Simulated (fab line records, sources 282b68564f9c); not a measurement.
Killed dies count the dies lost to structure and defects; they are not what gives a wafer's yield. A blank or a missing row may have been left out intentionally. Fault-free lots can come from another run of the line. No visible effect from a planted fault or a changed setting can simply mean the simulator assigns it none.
fab line records	flow ritCmos
[record] lots = 7	wafers = 21	lastDay = 8
route steps=202 shown NSD@138 PSD@142 SDANNEAL@153 M1@202
lots that met no fault: from a run of the same line without faults
startH: start of the lot's first displayed wafer, in hours after the record's first day	waitH: hours from the lot's prior step to this one	" the same as in the row above	L1.1+2: one row covering several wafers at once	- value missing, or start not given	* or withheld: withheld	< > ~ a bound
route shown NAME@n: NAME is a module with steps in the file, n the number in the route of the first one	usual: the fault-free wafers' mean and standard deviation	same: alike in all rows	chamber/n: place in a boat	sites: readings site by site	_std_site: how widely they spread, as a standard deviation	_edge_site: mean of outer sites minus mean of inner sites	radiusMm: how far each site lies from the wafer's centre	mask NAME#n: copy n	behind: tool/chamber where the wafer was last shaped	hold: why the lot was held/for how many hours/how that ended	device: names the non-switching transistor (n, p or np)	end of line: the route-end tests of the same wafers	step lacking rows: just its recipe	killed: the dies lost at the first sort to structure and to defects; this is not the yield of the wafer	map: dies across one wafer; x = killed, . = not, _ = none there
set.NAME: setting as actually run; set.NAME@STEP: the setting as run at that earlier step	model.NAME: the simulator's own value behind a step, which no gauge read
certain route steps with their lots: each step a table, each wafer a row
services: a tool's chamber out of use, with start hour (startH, from the record's first day; less than 0 if before it), hours out, and reason
[[steps]]
[step RIT_NSD_HARDBAKE_07]
[recipe] resist = NOVOLAK	tempC = 140	timeS = 60
[step RIT_NSD_IMPLANT_08]
[recipe] species = P	energyKev = 25	doseCm2 = 1e+15	tiltDeg = 7
[step RIT_NSD_STRIP_09]
[recipe] chemistry = O2	timeS = 180	resist = NOVOLAK	platenTempC = withheld	powerW = 500	pressureMtorr = 4000	o2FlowSccm = 4000
[usual] drypumpMotorCurrentA = 5.64/0.28
lot.wafer	tool	chamber	startH	waitH	drypumpMotorCurrentA	rfHoursCounterH
L345.1	plasmaAsher-03	0	57.05	0.1	5.55	41
L345.3	"	0	"	"	5.54	-
L345.5	"	0	"	"	5.54	-
L351.1	plasmaAsher-03	1	91.41	0.1	5.65	44
L351.4	"	1	"	"	5.65	-
L351.5	"	0	"	"	5.52	-
L362.1	plasmaAsher-03	0	142.47	0.1	5.54	3
L362.2	"	1	"	"	5.63	3
L362.3	"	0	"	"	5.55	-
L363.1	plasmaAsher-02	0	148.68	0.1	5.11	35
L363.2	"	1	"	"	5.68	35
L363.5	"	1	"	"	5.67	-
L364.3	plasmaAsher-01	1	157.04	0.1	6.06	-
L364.5	"	1	"	"	6.04	-
L364.6	"	0	"	"	5.55	-
L365.4	plasmaAsher-03	0	161.28	0.1	5.54	-
L365.5	"	0	"	"	5.55	-
L365.6	"	1	"	"	5.62	-
L367.3	plasmaAsher-01	0	179.28	0.1	5.55	-
L367.4	"	1	"	"	6.06	-
L367.5	"	1	"	"	6.06	-
[step RIT_NSD_TW_MEAS_10]
[usual] NSD_TW = 3115/11
lot.wafer	tool	chamber	startH	waitH	NSD_TW
L345.1	filmMetro-02	-	57.22	0.1	3120
L345.3	"	-	"	"	3125
L345.5	"	-	"	"	3119
L351.1	filmMetro-04	-	91.58	0.1	3114
L351.4	"	-	"	"	3122
L351.5	"	-	"	"	3124
L362.1	filmMetro-04	-	142.64	0.1	3120
L362.2	"	-	"	"	3122
L362.3	"	-	"	"	3107
L363.1	filmMetro-03	-	148.85	0.1	3115
L363.2	"	-	"	"	3116
L363.5	"	-	"	"	3117
L364.3	filmMetro-04	-	157.18	0.1	3108
L364.5	"	-	"	"	3115
L364.6	"	-	"	"	3107
L365.4	filmMetro-02	-	161.43	0.1	3127
L365.5	"	-	"	"	3125
L365.6	"	-	"	"	3124
L367.3	filmMetro-03	-	179.42	0.1	3106
L367.4	"	-	"	"	3111
L367.5	"	-	"	"	3105
[step RIT_PSD_HMDS_00]
[recipe] primeTimeS = 60	primeTempC = 140
[step RIT_PSD_COAT_01]
[recipe] resist = NOVOLAK	spinRpm = 3250	resistThkNm = 992
[step RIT_PSD_SOFTBAKE_02]
[recipe] resist = NOVOLAK	tempC = 90	timeS = 60
[step RIT_PSD_EXPOSE_03]
[recipe] maskId = M10	na = 0.57	targetCdNm = 40900	doseMj = 250
[step RIT_PSD_PEB_04]
[recipe] resist = NOVOLAK	tempC = withheld	timeS = withheld
[step RIT_PSD_DEVELOP_05]
[recipe] resist = NOVOLAK	developTimeS = 50	devTempC = 23
[step RIT_PSD_OVL_MEAS_06]
[usual] PSD_OVL = -0.6/1.2
lot.wafer	tool	chamber	startH	waitH	PSD_OVL[nm]
L345.1	overlay-02	-	58.26	-	-0.2
L345.3	"	-	"	"	-0.1
L345.5	"	-	"	"	-1.7
L351.1	overlay-01	-	92.81	-	0.6
L351.4	"	-	"	"	-0.7
L351.5	"	-	"	"	-2.3
L362.1	overlay-01	-	143.58	-	2.0
L362.2	"	-	"	"	-0.1
L362.3	"	-	"	"	0.9
L363.1	overlay-02	-	149.84	-	0.6
L363.2	"	-	"	"	-0.8
L363.5	"	-	"	"	-2.6
L364.3	overlay-02	-	158.08	-	1.2
L364.5	"	-	"	"	0.4
L364.6	"	-	"	"	1.8
L365.4	overlay-01	-	162.45	-	0.2
L365.5	"	-	"	"	1.0
L365.6	"	-	"	"	-0.2
L367.3	overlay-01	-	180.44	-	-0.4
L367.4	"	-	"	"	-1.5
L367.5	"	-	"	"	-1.0
[step RIT_PSD_HARDBAKE_07]
[recipe] resist = NOVOLAK	tempC = 140	timeS = 60
[step RIT_PSD_IMPLANT_08]
[recipe] species = BF2	energyKev = 27	doseCm2 = 5e+15	tiltDeg = 7
[same] implantIonAmu = 49
lot.wafer	tool	chamber	startH	waitH
L345.1+3+5	implanter-01	0	58.44	0.1
L351.1+4+5	implanter-04	0	92.99	0.1
L362.1+2+3	implanter-01	0	143.77	0.1
L363.1+2+5	implanter-01	0	150.03	0.1
L364.3+5+6	implanter-04	0	158.31	0.1
L365.4+5+6	implanter-01	0	162.70	0.1
L367.3+4+5	implanter-04	0	180.67	0.1
[step RIT_PSD_STRIP_09]
[recipe] chemistry = O2	timeS = 180	resist = NOVOLAK	platenTempC = withheld	powerW = 500	pressureMtorr = 4000	o2FlowSccm = 4000
[usual] drypumpMotorCurrentA = 5.63/0.25
lot.wafer	tool	chamber	startH	waitH	drypumpMotorCurrentA	rfHoursCounterH
L345.1	plasmaAsher-04	1	58.59	0.1	5.68	42
L345.3	"	0	"	"	5.91	-
L345.5	"	1	"	"	5.69	-
L351.1	plasmaAsher-04	1	93.14	0.1	5.69	46
L351.4	"	0	"	"	5.94	-
L351.5	"	0	"	"	5.94	-
L362.1	plasmaAsher-04	0	143.92	0.1	5.93	52
L362.2	"	1	"	"	5.65	52
L362.3	"	0	"	"	5.93	-
L363.1	plasmaAsher-03	0	150.19	0.1	5.56	3
L363.2	"	1	"	"	5.64	3
L363.5	"	1	"	"	5.62	-
L364.3	plasmaAsher-04	1	158.47	0.1	5.66	-
L364.5	"	0	"	"	5.94	-
L364.6	"	1	"	"	5.68	-
L365.4	plasmaAsher-02	1	162.83	0.1	5.68	-
L365.5	"	1	"	"	5.68	-
L365.6	"	0	"	"	5.13	-
L367.3	plasmaAsher-03	0	180.83	0.1	5.54	-
L367.4	"	1	"	"	5.64	-
L367.5	"	1	"	"	5.67	-
[step RIT_PSD_TW_MEAS_10]
[usual] PSD_TW = 3420/15
lot.wafer	tool	chamber	startH	waitH	PSD_TW
L345.1	filmMetro-02	-	58.77	0.1	3408
L345.3	"	-	"	"	3399
L345.5	"	-	"	"	3405
L351.1	filmMetro-02	-	93.32	0.1	3412
L351.4	"	-	"	"	3409
L351.5	"	-	"	"	3408
L362.1	filmMetro-04	-	144.10	0.1	3386
L362.2	"	-	"	"	3374
L362.3	"	-	"	"	3387
L363.1	filmMetro-04	-	150.36	0.1	3378
L363.2	"	-	"	"	3384
L363.5	"	-	"	"	3381
L364.3	filmMetro-03	-	158.60	0.1	3401
L364.5	"	-	"	"	3391
L364.6	"	-	"	"	3414
L365.4	filmMetro-02	-	162.98	0.1	3366
L365.5	"	-	"	"	3387
L365.6	"	-	"	"	3367
L367.3	filmMetro-02	-	180.96	0.1	3427
L367.4	"	-	"	"	3413
L367.5	"	-	"	"	3425
[step RIT_SDANNEAL_CLEAN_00]
[recipe] chemistry = SC1	mix = 3:3:50	timeS = 600	tempC = 75
[step RIT_SDANNEAL_CLEAN_01]
[recipe] chemistry = dHF	dilution = 50:1	timeS = 30
[step RIT_SDANNEAL_CLEAN_02]
[recipe] chemistry = SC2	mix = 3:3:50	timeS = 600	tempC = 75	dry = n2Spin
[step RIT_SDANNEAL_RTA_03]
[recipe] tempC = 1050	timeS = 5	idleTempC = 600	rampUpCPerS = 342	rampDownCPerS = 171	coolToC = 600	ambient = N2
[usual] wafer_temp_C_max = 1053.5/1.2
lot.wafer	tool	chamber	startH	waitH	wafer_temp_C_max
L345.1	rtpAnneal-01	0	59.21	0.0	1054.2
L345.3	"	0	"	"	1052.1
L345.5	"	0	"	"	1053.6
L351.1	rtpAnneal-01	0	93.74	0.0	1053.3
L351.4	"	0	"	"	1052.6
L351.5	"	0	"	"	1053.1
L362.1	rtpAnneal-02	0	144.54	0.0	1051.9
L362.2	"	0	"	"	1054.0
L362.3	"	0	"	"	1053.8
L363.1	rtpAnneal-01	0	150.79	0.0	1055.3
L363.2	"	0	"	"	1053.7
L363.5	"	0	"	"	1051.3
L364.3	rtpAnneal-02	0	159.04	0.0	1054.0
L364.5	"	0	"	"	1053.3
L364.6	"	0	"	"	1056.2
L365.4	rtpAnneal-01	0	163.40	0.0	1052.8
L365.5	"	0	"	"	1054.0
L365.6	"	0	"	"	1052.6
L367.3	rtpAnneal-01	0	181.39	0.0	1053.8
L367.4	"	0	"	"	1053.4
L367.5	"	0	"	"	1056.6
[step RIT_SDANNEAL_RS_MEAS_04]
[recipe] thkMeasGauge = four-point-probe
[usual] PSD_RS = 115.85/0.29
lot.wafer	tool	chamber	startH	waitH	PSD_RS[ohm/sq]
L345.1	filmMetro-02	-	59.27	0.0	115.79
L345.3	"	-	"	"	116.24
L345.5	"	-	"	"	115.80
L351.1	filmMetro-02	-	93.80	0.0	115.31
L351.4	"	-	"	"	115.20
L351.5	"	-	"	"	115.46
L362.1	filmMetro-03	-	144.60	0.0	117.27
L362.2	"	-	"	"	117.50
L362.3	"	-	"	"	117.51
L363.1	filmMetro-02	-	150.85	0.0	117.48
L363.2	"	-	"	"	117.21
L363.5	"	-	"	"	117.76
L364.3	filmMetro-02	-	159.12	0.1	116.00
L364.5	"	-	"	"	115.75
L364.6	"	-	"	"	115.91
L365.4	filmMetro-04	-	163.49	0.1	117.37
L365.5	"	-	"	"	117.60
L365.6	"	-	"	"	117.57
L367.3	filmMetro-04	-	181.47	0.1	116.32
L367.4	"	-	"	"	115.87
L367.5	"	-	"	"	116.32
[step RIT_SDANNEAL_RS_MEAS_05]
[recipe] thkMeasGauge = four-point-probe
[usual] NSD_RS = 84.57/0.29
lot.wafer	tool	chamber	startH	waitH	NSD_RS[ohm/sq]
L345.1	filmMetro-02	-	59.39	0.1	84.08
L345.3	"	-	"	"	84.23
L345.5	"	-	"	"	83.69
L351.1	filmMetro-02	-	93.92	0.1	85.06
L351.4	"	-	"	"	84.98
L351.5	"	-	"	"	84.96
L362.1	filmMetro-03	-	144.72	0.1	84.80
L362.2	"	-	"	"	84.51
L362.3	"	-	"	"	84.32
L363.1	filmMetro-02	-	150.97	0.1	84.01
L363.2	"	-	"	"	83.88
L363.5	"	-	"	"	84.02
L364.3	filmMetro-02	-	159.24	0.1	84.68
L364.5	"	-	"	"	84.60
L364.6	"	-	"	"	84.73
L365.4	filmMetro-04	-	163.61	0.1	84.55
L365.5	"	-	"	"	84.52
L365.6	"	-	"	"	84.54
L367.3	filmMetro-04	-	181.59	0.1	85.19
L367.4	"	-	"	"	85.04
L367.5	"	-	"	"	84.81
[step RIT_M1_PROBE_99]
[usual] killedAtContacts = 0.1/0.23	killedAtFrontEnd = 6/3.1	killedDies = 6/3.1	killedOnRim = 1.7/1.3	killedOpen = 3.2/1.9	killedShort = 3.2/2.1
[same] grossDies = 264	killed_at_M0_to_M3 = 0	killed_at_M4_up = 0	killedAtBackSide = 0	killedAtOther = 0
lot.wafer	tool	chamber	startH	waitH	killedAtContacts	killedAtFrontEnd	killedDies	killedOnRim	killedOpen	killedShort	model.etest.pmos_0p15.driveUaUmRange	model.etest.contactPplus.endOhmUm	model.etest.vpnp.gain	model.etest.diodePplusNwell.cjFfUm2Range	model.etest.pmos_0p15.vtVRange	model.etest.pmos_0p15.vtVRimLessCentre
L345.1	prober-01	-	66.65	0.1	0	10	10	2	2	8	2.676	46.7	0.9939	0.01901	0.004445	0.002114
L345.3	prober-01	-	66.75	0.2	0	8	8	2	6	2	2.595	47.47	0.9794	0.02573	0.007637	0.004023
L345.5	prober-01	-	66.85	0.2	0	11	11	4	7	4	3.156	45.77	1.005	0.02696	0.005176	0.001687
L351.1	prober-01	-	101.29	0.1	0	9	9	2	4	5	4.574	45.61	1.033	0.02213	0.008983	-0.005012
L351.4	prober-01	-	101.44	0.2	1	8	9	2	3	6	6.447	44.6	1.052	0.03635	0.01015	-0.002767
L351.5	prober-01	-	101.49	0.2	0	4	4	1	3	1	5.013	45.08	1.046	0.02094	0.008376	-0.005526
L363.1	prober-02	-	159.34	0.6	0	11	11	3	6	5	9.811	49.54	0.9722	0.04256	0.01655	0.0008701
L363.2	prober-02	-	159.39	0.6	0	10	10	3	9	1	6.218	51.05	1.001	0.04934	0.01882	0.005647
L363.5	prober-02	-	159.54	0.7	0	13	13	2	4	9	8.536	51.43	0.9552	0.04629	0.01578	0.00314
L362.1	prober-01	-	159.64	0.8	0	3	3	1	1	2	10.48	48.28	0.9892	0.05536	0.01924	0.006284
L362.2	prober-01	-	159.69	0.8	0	3	3	1	3	0	7.235	49.16	0.9647	0.05597	0.0188	0.007531
L362.3	prober-01	-	159.74	0.8	0	9	9	2	4	5	8.573	49.31	0.975	0.04614	0.01845	0.00778
L364.3	prober-02	-	166.88	0.2	0	7	7	1	6	1	3.286	46.09	1.02	0.03524	0.006378	0.003402
L364.5	prober-02	-	166.98	0.2	0	8	8	4	6	2	5.462	47.83	0.9992	0.02702	0.004592	0.001481
L364.6	prober-02	-	167.03	0.2	1	6	7	2	3	4	7.52	45.95	1.013	0.02934	0.003912	0.002612
L365.4	prober-01	-	171.28	0.2	0	12	12	5	2	7	8.085	48.38	0.9653	0.03759	0.01801	0.006428
L365.5	prober-01	-	171.33	0.2	0	4	4	0	3	1	5.294	49.39	0.9655	0.05573	0.01592	0.004986
L365.6	prober-01	-	171.38	0.2	0	1	1	0	1	0	10.95	48.31	0.9875	0.05302	0.01845	0.004725
L367.3	prober-02	-	188.89	0.2	0	2	2	0	0	2	4.255	45.73	1.024	0.02601	0.003182	0.001588
L367.4	prober-02	-	188.94	0.2	0	13	13	3	7	5	2.611	45.8	1.038	0.01788	0.004657	0.002308
L367.5	prober-02	-	188.99	0.2	0	8	8	3	5	2	4.996	46.06	0.9985	0.02892	0.004171	0.002894
// killed by level:class
L345.1 SILICIDE:geometricParticle:short=3 GATE:geometricParticle:short=2 FOX1:geometricParticle:open=1 FOX1:geometricParticle:short=1 FOX2:geometricParticle:short=1 GATE:geometricParticle:open=1 SPACER:geometricParticle:short=1
L345.3 FOX1:geometricParticle:open=2 SILICIDE:geometricParticle:open=2 FOX2:geometricParticle:open=1 FOX2:geometricParticle:short=1 GATE:geometricParticle:short=1 REOX:geometricParticle:open=1
L345.5 FOX1:geometricParticle:short=3 GATE:geometricParticle:open=3 REOX:geometricParticle:open=2 FOX2:geometricParticle:open=1 GATE:geometricParticle:short=1 SPACER:geometricParticle:open=1
L351.1 GATE:geometricParticle:open=2 FOX1:geometricParticle:short=1 FOX1:geometricParticle:open=1 FOX2:geometricParticle:short=1 GATE:geometricParticle:short=1 REOX:geometricParticle:short=1 REOX:geometricParticle:open=1 SPACER:geometricParticle:short=1
L351.4 REOX:geometricParticle:short=3 FOX2:geometricParticle:short=2 FOX1:geometricParticle:open=1 GATE:geometricParticle:open=1 SPACER:geometricParticle:open=1 CONTACT:geometricParticle:short=1
L351.5 GATE:geometricParticle:open=2 FOX2:geometricParticle:open=1 GATE:geometricParticle:short=1
L363.1 GATE:geometricParticle:short=4 FOX1:geometricParticle:open=2 GATE:geometricParticle:open=2 FOX1:geometricParticle:short=1 REOX:geometricParticle:open=1 SILICIDE:geometricParticle:open=1
L363.2 GATE:geometricParticle:open=4 FOX1:geometricParticle:open=2 SILICIDE:geometricParticle:open=2 GATE:geometricParticle:short=1 REOX:geometricParticle:open=1
L363.5 GATE:geometricParticle:short=3 REOX:geometricParticle:open=3 REOX:geometricParticle:short=2 SPACER:geometricParticle:short=2 FOX1:geometricParticle:short=1 SILICIDE:geometricParticle:short=1 SILICIDE:geometricParticle:open=1
L362.1 FOX1:geometricParticle:short=1 GATE:geometricParticle:open=1 SILICIDE:geometricParticle:short=1
L362.2 GATE:geometricParticle:open=2 FOX1:geometricParticle:open=1
L362.3 GATE:geometricParticle:short=2 REOX:geometricParticle:open=2 REOX:geometricParticle:short=2 FOX1:geometricParticle:short=1 FOX2:geometricParticle:open=1 SILICIDE:geometricParticle:open=1
L364.3 REOX:geometricParticle:open=3 FOX1:geometricParticle:open=2 SPACER:geometricParticle:short=1 SILICIDE:geometricParticle:open=1
L364.5 GATE:geometricParticle:open=3 REOX:geometricParticle:open=2 FOX1:geometricParticle:open=1 FOX1:geometricParticle:short=1 SPACER:geometricParticle:short=1
L364.6 FOX1:geometricParticle:short=3 ACTIVE:geometricParticle:open=1 FOX1:geometricParticle:open=1 GATE:geometricParticle:open=1 CONTACT:geometricParticle:short=1
L365.4 GATE:geometricParticle:short=3 PRETRO:coatMicrobubblePrinted=3 SILICIDE:geometricParticle:short=2 FOX1:geometricParticle:short=1 FOX2:geometricParticle:open=1 REOX:geometricParticle:short=1 SPACER:geometricParticle:open=1
L365.5 FOX1:geometricParticle:open=2 GATE:geometricParticle:open=1 SILICIDE:geometricParticle:short=1
L365.6 FOX1:geometricParticle:open=1
L367.3 GATE:geometricParticle:short=2
L367.4 GATE:geometricParticle:open=6 GATE:geometricParticle:short=3 FOX1:geometricParticle:short=2 FOX1:geometricParticle:open=1 PLDD:coatMicrobubblePrinted=1
L367.5 GATE:geometricParticle:open=3 GATE:geometricParticle:short=2 SILICIDE:geometricParticle:open=2 PLDD:coatMicrobubblePrinted=1
[[services]]
tool	chamber	startH	hours	kind
plasmaAsher-03	-	44.25	10.6	repair
plasmaAsher-02	-	48.76	7.4	repair
implanter-01	-	50.30	0.6	repair
implanter-01	-	94.74	4.1	pm
plasmaAsher-02	-	97.46	1.3	repair
plasmaAsher-03	-	108.75	9.0	pm
plasmaAsher-03	0	108.75	9.0	ventCycle
plasmaAsher-03	1	108.75	9.0	ventCycle
plasmaAsher-03	0	117.75	-	clean
plasmaAsher-03	1	117.75	-	clean
plasmaAsher-04	-	125.17	1.5	repair
implanter-04	-	139.13	3.6	pm
plasmaAsher-01	-	160.25	2.8	pm
[[key]]
[firstSign] step = RIT_PSD_TW_MEAS_10	reading = PSD_TW	direction = down	sigmas = 2.7	usual = 3420	struck = 3379
[effect] step = RIT_SDANNEAL_RS_MEAS_04	reading = PSD_RS	direction = up	sigmas = 5.6	usual = 115.85	struck = 117.47
[modelEffect] step = RIT_M1_PROBE_99	value = etest.pmos_0p15.driveUaUmRange	without = 4.568	struck = 8.354
metAt RIT_PSD_IMPLANT_08
struckWafers L362.1,L362.2,L362.3,L363.1,L363.2,L363.5,L365.4,L365.5,L365.6
testerLeftOut L362,L363,L365
onsetBetween 58.44 143.77
[fault] kind = processParameterDrift	tool = implanter-01	chamber = -	onsetH = 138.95	steps = RIT_PSD_IMPLANT_08	channel = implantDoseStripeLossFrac	offset = 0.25	shape = step	endH = 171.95
// testerLeftOut: of these lots the tester's yield and bins aren't shown, on N5 and GAA mostly nor the transistor test; their killed dies are dies lost to structure and defects alone, not to doping, threshold or leakage, so they don't give the yield
